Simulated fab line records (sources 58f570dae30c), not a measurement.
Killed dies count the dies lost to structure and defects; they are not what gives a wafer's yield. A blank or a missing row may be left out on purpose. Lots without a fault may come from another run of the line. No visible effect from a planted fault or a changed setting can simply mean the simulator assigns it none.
fab line records || flow berkeley_cmos170
record {"lots": 15, "wafers": 45, "last_day": 13}
route steps=331 shown PWELL@49
lots with no fault: from the same line, run without faults
start_h: the number of hours between the record's first day and the start of the first shown wafer of the lot || wait_h: hours elapsed since this lot's preceding step || " same as the row above || L1.1+2: several wafers, shown together as one row || - no value present, or no start provided || * or withheld: withheld || < > ~ a bound
route shown NAME@n: NAME is a module with steps in the file, n the number in the route of the first one || usual: average and standard deviation across the fault-free wafers || same: alike in all rows || chamber/n: place in a boat || sites: per-site readings || _std_site: the standard deviation of these || _edge_site: mean of outer sites minus mean of inner sites || radius_mm: how far each site lies from the wafer's centre || mask NAME#n: copy n || behind: the tool/chamber that last shaped the wafer || hold: reason for holding the lot/hours on hold/outcome of the hold || device: names the non-switching transistor (n, p or np) || end of line: the tests these same wafers got at the end of their route || step lacking rows: just its recipe || killed: count of dies lost to structure and defects at first sort (not the wafer's yield) || map: per-die view of a wafer (x killed, . not killed, _ where there is no die)
set.NAME: the setting as run; set.NAME@STEP: as run at that earlier step || model.NAME: the simulator's own value behind a step, which no gauge read
a sample of lots followed through the steps of the route, with each step as a table and each wafer as a row
services: when a tool's chamber went out of use (start_h, in hours from the record's first day, below 0 if earlier), for how many hours, and the reason
## steps
# step UCB170_PWELL_IMPLANT_15
# recipe {"species": "B", "dose_cm2": 5.035e+12, "energy_kev": 60, "tilt_deg": 7}
{"lot.wafer": "L390.2+5+6", "tool": "implanter-04", "chamber": 0, "start_h": 55.26, "wait_h": 0.1}
{"lot.wafer": "L391.1+4+5", "tool": "implanter-04", "chamber": 0, "start_h": 61.11, "wait_h": 0.1}
{"lot.wafer": "L389.3+5+6", "tool": "implanter-02", "chamber": 0, "start_h": 61.23, "wait_h": 0.1}
{"lot.wafer": "L394.2+3+4", "tool": "implanter-04", "chamber": 0, "start_h": 72.88, "wait_h": 0.1}
{"lot.wafer": "L394.2+3+4", "tool": "implanter-04", "chamber": 0, "start_h": 73.20, "wait_h": 0.3}
{"lot.wafer": "L393.1+2+3", "tool": "implanter-03", "chamber": 0, "start_h": 73.13, "wait_h": 0.1}
{"lot.wafer": "L396.1+4+6", "tool": "implanter-04", "chamber": 0, "start_h": 95.57, "wait_h": 0.1}
{"lot.wafer": "L396.1+4+6", "tool": "implanter-04", "chamber": 0, "start_h": 95.89, "wait_h": 0.3}
{"lot.wafer": "L400.2+3+6", "tool": "implanter-03", "chamber": 0, "start_h": 111.03, "wait_h": 0.1}
{"lot.wafer": "L400.2+3+6", "tool": "implanter-03", "chamber": 0, "start_h": 111.35, "wait_h": 0.3}
{"lot.wafer": "L404.1+2+6", "tool": "implanter-04", "chamber": 0, "start_h": 130.04, "wait_h": 0.1}
{"lot.wafer": "L403.3+4+5", "tool": "implanter-03", "chamber": 0, "start_h": 130.33, "wait_h": 0.1}
{"lot.wafer": "L406.1+2+3", "tool": "implanter-02", "chamber": 0, "start_h": 148.95, "wait_h": 0.1}
{"lot.wafer": "L410.1+4+6", "tool": "implanter-04", "chamber": 0, "start_h": 154.89, "wait_h": 0.1}
{"lot.wafer": "L409.2+5+6", "tool": "implanter-02", "chamber": 0, "start_h": 155.16, "wait_h": 0.1}
{"lot.wafer": "L408.2+3+5", "tool": "implanter-03", "chamber": 0, "start_h": 155.27, "wait_h": 0.1}
{"lot.wafer": "L411.4+5+6", "tool": "implanter-04", "chamber": 0, "start_h": 172.72, "wait_h": 0.1}
{"lot.wafer": "L412.1+3+4", "tool": "implanter-04", "chamber": 0, "start_h": 172.92, "wait_h": 0.1}
# step UCB170_PWELL_TW_MEAS_17
# usual {"PWELL_TW": "379.0/1.7"}
{"lot.wafer": "L390.2", "tool": "film_metro-03", "chamber": "-", "start_h": 55.49, "wait_h": 0.1, "PWELL_TW": 378.3}
{"lot.wafer": "L390.5", "tool": "film_metro-03", "chamber": "-", "start_h": 55.49, "wait_h": 0.1, "PWELL_TW": 377.5}
{"lot.wafer": "L390.6", "tool": "film_metro-03", "chamber": "-", "start_h": 55.49, "wait_h": 0.1, "PWELL_TW": 377.6}
{"lot.wafer": "L391.1", "tool": "film_metro-01", "chamber": "-", "start_h": 61.36, "wait_h": 0.1, "PWELL_TW": 381.3}
{"lot.wafer": "L391.4", "tool": "film_metro-01", "chamber": "-", "start_h": 61.36, "wait_h": 0.1, "PWELL_TW": 380.5}
{"lot.wafer": "L391.5", "tool": "film_metro-01", "chamber": "-", "start_h": 61.36, "wait_h": 0.1, "PWELL_TW": 382.8}
{"lot.wafer": "L389.3", "tool": "film_metro-04", "chamber": "-", "start_h": 61.45, "wait_h": 0.1, "PWELL_TW": 377.6}
{"lot.wafer": "L389.5", "tool": "film_metro-04", "chamber": "-", "start_h": 61.45, "wait_h": 0.1, "PWELL_TW": 378.0}
{"lot.wafer": "L389.6", "tool": "film_metro-04", "chamber": "-", "start_h": 61.45, "wait_h": 0.1, "PWELL_TW": 376.8}
{"lot.wafer": "L393.1", "tool": "film_metro-04", "chamber": "-", "start_h": 73.38, "wait_h": 0.1, "PWELL_TW": 384.6}
{"lot.wafer": "L393.2", "tool": "film_metro-04", "chamber": "-", "start_h": 73.38, "wait_h": 0.1, "PWELL_TW": 380.3}
{"lot.wafer": "L393.3", "tool": "film_metro-04", "chamber": "-", "start_h": 73.38, "wait_h": 0.1, "PWELL_TW": 379.6}
{"lot.wafer": "L394.2", "tool": "film_metro-01", "chamber": "-", "start_h": 73.43, "wait_h": 0.1, "PWELL_TW": 469.0}
{"lot.wafer": "L394.3", "tool": "film_metro-01", "chamber": "-", "start_h": 73.43, "wait_h": 0.1, "PWELL_TW": 467.4}
{"lot.wafer": "L394.4", "tool": "film_metro-01", "chamber": "-", "start_h": 73.43, "wait_h": 0.1, "PWELL_TW": 466.5}
{"lot.wafer": "L396.1", "tool": "film_metro-03", "chamber": "-", "start_h": 96.31, "wait_h": 0.1, "PWELL_TW": 468.9}
{"lot.wafer": "L396.4", "tool": "film_metro-03", "chamber": "-", "start_h": 96.31, "wait_h": 0.1, "PWELL_TW": 466.8}
{"lot.wafer": "L396.6", "tool": "film_metro-03", "chamber": "-", "start_h": 96.31, "wait_h": 0.1, "PWELL_TW": 469.4}
{"lot.wafer": "L400.2", "tool": "film_metro-03", "chamber": "-", "start_h": 111.66, "wait_h": 0.2, "PWELL_TW": 464.3}
{"lot.wafer": "L400.3", "tool": "film_metro-03", "chamber": "-", "start_h": 111.66, "wait_h": 0.2, "PWELL_TW": 464.2}
{"lot.wafer": "L400.6", "tool": "film_metro-03", "chamber": "-", "start_h": 111.66, "wait_h": 0.2, "PWELL_TW": 466.6}
{"lot.wafer": "L404.1", "tool": "film_metro-04", "chamber": "-", "start_h": 130.29, "wait_h": 0.1, "PWELL_TW": 379.7}
{"lot.wafer": "L404.2", "tool": "film_metro-04", "chamber": "-", "start_h": 130.29, "wait_h": 0.1, "PWELL_TW": 379.5}
{"lot.wafer": "L404.6", "tool": "film_metro-04", "chamber": "-", "start_h": 130.29, "wait_h": 0.1, "PWELL_TW": 379.9}
{"lot.wafer": "L403.3", "tool": "film_metro-03", "chamber": "-", "start_h": 130.55, "wait_h": 0.1, "PWELL_TW": 376.7}
{"lot.wafer": "L403.4", "tool": "film_metro-03", "chamber": "-", "start_h": 130.55, "wait_h": 0.1, "PWELL_TW": 379.1}
{"lot.wafer": "L403.5", "tool": "film_metro-03", "chamber": "-", "start_h": 130.55, "wait_h": 0.1, "PWELL_TW": 377.9}
{"lot.wafer": "L406.1", "tool": "film_metro-04", "chamber": "-", "start_h": 149.20, "wait_h": 0.1, "PWELL_TW": 382.3}
{"lot.wafer": "L406.2", "tool": "film_metro-04", "chamber": "-", "start_h": 149.20, "wait_h": 0.1, "PWELL_TW": 381.2}
{"lot.wafer": "L406.3", "tool": "film_metro-04", "chamber": "-", "start_h": 149.20, "wait_h": 0.1, "PWELL_TW": 380.9}
{"lot.wafer": "L410.1", "tool": "film_metro-04", "chamber": "-", "start_h": 155.14, "wait_h": 0.1, "PWELL_TW": 383.2}
{"lot.wafer": "L410.4", "tool": "film_metro-04", "chamber": "-", "start_h": 155.14, "wait_h": 0.1, "PWELL_TW": 384.3}
{"lot.wafer": "L410.6", "tool": "film_metro-04", "chamber": "-", "start_h": 155.14, "wait_h": 0.1, "PWELL_TW": 381.7}
{"lot.wafer": "L409.2", "tool": "film_metro-03", "chamber": "-", "start_h": 155.39, "wait_h": 0.1, "PWELL_TW": 378.5}
{"lot.wafer": "L409.5", "tool": "film_metro-03", "chamber": "-", "start_h": 155.39, "wait_h": 0.1, "PWELL_TW": 379.9}
{"lot.wafer": "L409.6", "tool": "film_metro-03", "chamber": "-", "start_h": 155.39, "wait_h": 0.1, "PWELL_TW": 378.7}
{"lot.wafer": "L408.2", "tool": "film_metro-01", "chamber": "-", "start_h": 155.51, "wait_h": 0.1, "PWELL_TW": 378.2}
{"lot.wafer": "L408.3", "tool": "film_metro-01", "chamber": "-", "start_h": 155.51, "wait_h": 0.1, "PWELL_TW": 378.4}
{"lot.wafer": "L408.5", "tool": "film_metro-01", "chamber": "-", "start_h": 155.51, "wait_h": 0.1, "PWELL_TW": 378.4}
{"lot.wafer": "L411.4", "tool": "film_metro-04", "chamber": "-", "start_h": 172.92, "wait_h": 0.1, "PWELL_TW": 380.9}
{"lot.wafer": "L411.5", "tool": "film_metro-04", "chamber": "-", "start_h": 172.92, "wait_h": 0.1, "PWELL_TW": 378.0}
{"lot.wafer": "L411.6", "tool": "film_metro-04", "chamber": "-", "start_h": 172.92, "wait_h": 0.1, "PWELL_TW": 377.6}
{"lot.wafer": "L412.1", "tool": "film_metro-04", "chamber": "-", "start_h": 173.17, "wait_h": 0.1, "PWELL_TW": 379.3}
{"lot.wafer": "L412.3", "tool": "film_metro-04", "chamber": "-", "start_h": 173.17, "wait_h": 0.1, "PWELL_TW": 379.0}
{"lot.wafer": "L412.4", "tool": "film_metro-04", "chamber": "-", "start_h": 173.17, "wait_h": 0.1, "PWELL_TW": 379.8}
## services
{"tool": "implanter-02", "chamber": "-", "start_h": 45.86, "hours": 1.4, "kind": "repair"}
{"tool": "implanter-02", "chamber": "-", "start_h": 79.97, "hours": 5.0, "kind": "pm"}
{"tool": "implanter-02", "chamber": "-", "start_h": 85.36, "hours": 3.3, "kind": "pm"}
{"tool": "implanter-03", "chamber": "-", "start_h": 86.53, "hours": 2.5, "kind": "pm"}
{"tool": "implanter-02", "chamber": "-", "start_h": 89.04, "hours": 1.1, "kind": "repair"}
{"tool": "implanter-03", "chamber": "-", "start_h": 111.50, "hours": 2.6, "kind": "repair"}
## key
first_sign {"step": "UCB170_PWELL_IMPLANT_15", "reading": "visit", "direction": "added"}
effect {"step": "UCB170_PWELL_TW_MEAS_17", "reading": "PWELL_TW", "direction": "up", "sigmas": 51, "usual": 379.0, "struck": 467.0}
met_at UCB170_PWELL_IMPLANT_15
struck_lots L394,L396,L400
tester_left_out L394,L396,L400
fault {"kind": "repeated_step_whole", "tool": "implanter-02,implanter-03,implanter-04", "chamber": "-", "onset_h": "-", "steps": "UCB170_PWELL_IMPLANT_15", "times": 1, "scope": "struck_lots_only"}
# tester_left_out: of these lots the tester's yield and bins aren't shown, on N5 and GAA mostly nor the transistor test; their killed dies are dies lost to structure and defects alone, not to doping, threshold or leakage, so they don't give the yield
